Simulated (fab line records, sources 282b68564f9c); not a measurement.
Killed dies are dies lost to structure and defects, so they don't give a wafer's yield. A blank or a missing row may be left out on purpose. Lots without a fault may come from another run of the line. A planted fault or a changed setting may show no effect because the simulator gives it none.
A struck lot beside a sound one | flow rit_cmos | 26 steps out of a route of 202
Sound: wafers L320.2, L320.3, L320.4. Struck: wafers L334.2, L334.4, L334.5. The cause comes at the end.
At each step with rows: each side's tool, then ch and its chambers, then its first start. Under that, the readings that differ: sound wafers | struck wafers | difference of the means | sigmas: that difference in standard deviations of wafers without a fault.
alike: readings whose means differ by less than 2 such deviations, and words and numbers that are the same on both sides. not compared: withheld readings, readings that some wafer has no value for, bounds like >300 that may hide the same value, and numbers for which the record gives no deviation and whose values overlap.
The two part at a step that has a row with sigmas, a row that says differs or no value, or rows on one side only. Numbers that don't overlap but have no deviation are shown without sigmas and don't part them. A reading that every wafer of one side lacks parts them only if that side has two wafers or more.

first, 1 step without rows for these wafers: RIT_SPACER_CVD_03 (deposits Si3N4 from SiH2Cl2/NH3, target thk 250 nm, time 3300 s).
RIT_SPACER_THK_MEAS_04:
  sound on film_metro-03, day 4 03:06; struck on film_metro-01, day 6 20:28
  alike: SPACER_NITRIDE_THK
RIT_SPACER_ETCHBACK_05: etches Si3N4 in SF6/CHF3, stops on SiO2, target depth 250 nm, time 240 s.
  sound on rie_diel-03 ch 1,2,3, day 4 03:09; struck on rie_diel-03 ch 0,1,2, day 6 20:31
  alike: drypump_motor_current_A, oes_product_au, throttle_valve_pct
  not compared: rf_hours_counter_h
then, 6 steps without rows for these wafers: RIT_NSD_HMDS_00 (prime time 60 s); RIT_NSD_COAT_01 (resist thk 1000 nm); RIT_NSD_SOFTBAKE_02 (time 60 s); RIT_NSD_EXPOSE_03 (exposes mask M9, target cd 40700 nm); RIT_NSD_PEB_04; RIT_NSD_DEVELOP_05 (develop time 50 s).
RIT_NSD_OVL_MEAS_06:
  sound on overlay-02, day 4 04:10; struck on overlay-01, day 6 21:31
  alike: NSD_OVL
then, 2 steps without rows for these wafers: RIT_NSD_HARDBAKE_07 (time 60 s); RIT_NSD_IMPLANT_08.
RIT_NSD_STRIP_09: strips in O2, time 180 s.
  sound on plasma_asher-04 ch 0,1, day 4 04:29; struck on plasma_asher-01 ch 0,1, day 6 21:50
  no value came back on the struck wafers for chamber_pressure_mTorr (mTorr), drypump_motor_current_A (A); on the sound wafers chamber_pressure_mTorr (mTorr) reads 4000 3999 4004
  reading                                  | sound | struck            | difference | sigmas
  model.NOVOLAK_of_NSD_COAT_01.thk_nm (nm) | 0 0 0 | 881.5 883.1 881.7 | +882.1     |
  not compared: rf_hours_counter_h
RIT_NSD_TW_MEAS_10:
  sound on film_metro-01, day 4 04:40; struck on film_metro-02, day 6 22:02
  alike: NSD_TW
then, 6 steps without rows for these wafers: RIT_PSD_HMDS_00 (prime time 60 s); RIT_PSD_COAT_01 (resist thk 1000 nm); RIT_PSD_SOFTBAKE_02 (time 60 s); RIT_PSD_EXPOSE_03 (exposes mask M10, target cd 40900 nm); RIT_PSD_PEB_04; RIT_PSD_DEVELOP_05 (develop time 50 s).
RIT_PSD_OVL_MEAS_06:
  sound on overlay-02, day 4 05:43; struck on overlay-01, day 6 23:04
  alike: PSD_OVL
then, 2 steps without rows for these wafers: RIT_PSD_HARDBAKE_07 (time 60 s); RIT_PSD_IMPLANT_08.
RIT_PSD_STRIP_09: strips in O2, time 180 s.
  sound on plasma_asher-02 ch 0,1, day 4 06:02; struck on plasma_asher-04 ch 1, day 6 23:23
  reading                     | sound       | struck      | difference | sigmas
  drypump_motor_current_A (A) | 5.1 5.3 5.1 | 6.1 6.1 6.1 | +0.9       | +2
  alike: chamber_pressure_mTorr
  not compared: rf_hours_counter_h
RIT_PSD_TW_MEAS_10:
  sound on film_metro-02, day 4 06:14; struck on film_metro-01, day 6 23:34
  reading | sound          | struck   | difference | sigmas
  PSD_TW  | 3453 3424 3443 | 30 30 30 | -3410      | -99 or more
then, 1 step without rows for these wafers: RIT_SDANNEAL_CLEAN_00 (cleans in SC1, time 600 s).

WHERE THEY PART
First at RIT_NSD_STRIP_09; last, within this record, at RIT_PSD_TW_MEAS_10.

WHY: what the simulator had put in
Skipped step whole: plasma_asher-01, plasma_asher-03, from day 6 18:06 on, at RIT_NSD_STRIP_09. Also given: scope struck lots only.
